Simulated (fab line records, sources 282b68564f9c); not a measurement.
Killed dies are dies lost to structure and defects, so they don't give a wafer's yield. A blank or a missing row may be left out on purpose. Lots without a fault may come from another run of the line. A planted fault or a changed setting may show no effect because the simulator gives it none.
A struck lot beside a sound one | flow rit_cmos | 21 steps out of a route of 202
Sound: wafers L749.2, L749.3, L749.4. Struck: wafers L752.2, L752.3, L752.5. The cause comes at the end.
At each step with rows: each side's tool, then ch and its chambers, then its first start. Under that, the readings that differ: sound wafers | struck wafers | difference of the means | sigmas: that difference in standard deviations of wafers without a fault.
alike: readings whose means differ by less than 2 such deviations, and words and numbers that are the same on both sides. not compared: withheld readings, readings that some wafer has no value for, bounds like >300 that may hide the same value, and numbers for which the record gives no deviation and whose values overlap.
The two part at a step that has a row with sigmas, a row that says differs or no value, or rows on one side only. Numbers that don't overlap but have no deviation are shown without sigmas and don't part them. A reading that every wafer of one side lacks parts them only if that side has two wafers or more.

first, 2 steps without rows for these wafers: RIT_NLDD_HMDS_00 (prime time 60 s); RIT_NLDD_COAT_01 (resist thk 1000 nm).
RIT_NLDD_SOFTBAKE_02: time 62.18 s.
  sound on litho_track-01 ch 0, day 5 04:13; struck on litho_track-03 ch 0, day 5 19:56
  alike: exhaust_pa, plate_sensor_t_centre_C, plate_sensor_t_edge_C
then, 3 steps without rows for these wafers: RIT_NLDD_EXPOSE_03 (exposes mask M7, target cd 40700 nm); RIT_NLDD_PEB_04; RIT_NLDD_DEVELOP_05 (develop time 50 s).
RIT_NLDD_OVL_MEAS_06:
  sound on overlay-01, day 5 04:52; struck on overlay-02, day 5 20:35
  alike: NLDD_OVL
then, 2 steps without rows for these wafers: RIT_NLDD_HARDBAKE_07 (time 60 s); RIT_NLDD_IMPLANT_08.
RIT_NLDD_STRIP_09: strips in O2, time 180 s.
  sound on plasma_asher-04 ch 0,1, day 5 05:12; struck on plasma_asher-01 ch 0,1, day 5 20:55
  alike: drypump_motor_current_A
  not compared: rf_hours_counter_h
RIT_NLDD_TW_MEAS_10:
  sound on film_metro-01, day 5 05:23; struck on film_metro-01, day 5 21:06
  alike: NLDD_TW
then, 1 step without rows for these wafers: RIT_PLDD_HMDS_00 (prime time 60 s).
RIT_PLDD_COAT_01: resist thk 1000 nm.
  sound on litho_track-02 ch 0, day 5 05:37; struck on litho_track-02 ch 0, day 5 21:19
  reading                                   | sound          | struck            | difference | sigmas
  model.NOVOLAK_of_PLDD_COAT_01.thk_nm (nm) | 1002 1002 1002 | 903.4 904.4 902.9 | -98.4      |
  alike: exhaust_pa
then, 4 steps without rows for these wafers: RIT_PLDD_SOFTBAKE_02 (time 60 s); RIT_PLDD_EXPOSE_03 (exposes mask M8, target cd 40900 nm); RIT_PLDD_PEB_04; RIT_PLDD_DEVELOP_05 (develop time 50 s).
RIT_PLDD_OVL_MEAS_06:
  sound on overlay-02, day 5 06:25; struck on overlay-02, day 5 22:08
  alike: PLDD_OVL
RIT_PLDD_HARDBAKE_07: time 60 s.
  sound on litho_track-03 ch 0, day 5 06:29; struck on litho_track-02 ch 0, day 5 22:11
  reading                                   | sound             | struck            | difference | sigmas
  model.NOVOLAK_of_PLDD_COAT_01.thk_nm (nm) | 885.6 885.6 885.1 | 799.3 800.1 798.7 | -86.1      |
  alike: exhaust_pa
then, 1 step without rows for these wafers: RIT_PLDD_IMPLANT_08.
RIT_M1_PROBE_99:
  sound on prober-01, day 5 20:33; struck on prober-02, day 6 11:57
  reading            | sound | struck | difference | sigmas
  killed_at_M0_to_M3 | 1 0 0 | 0 0 0  | +0         | -4
  alike: killed_at_contacts, killed_at_front_end, killed_dies, killed_open, killed_short

WHERE THEY PART
Only at RIT_M1_PROBE_99, within this record.

WHY: what the simulator had put in
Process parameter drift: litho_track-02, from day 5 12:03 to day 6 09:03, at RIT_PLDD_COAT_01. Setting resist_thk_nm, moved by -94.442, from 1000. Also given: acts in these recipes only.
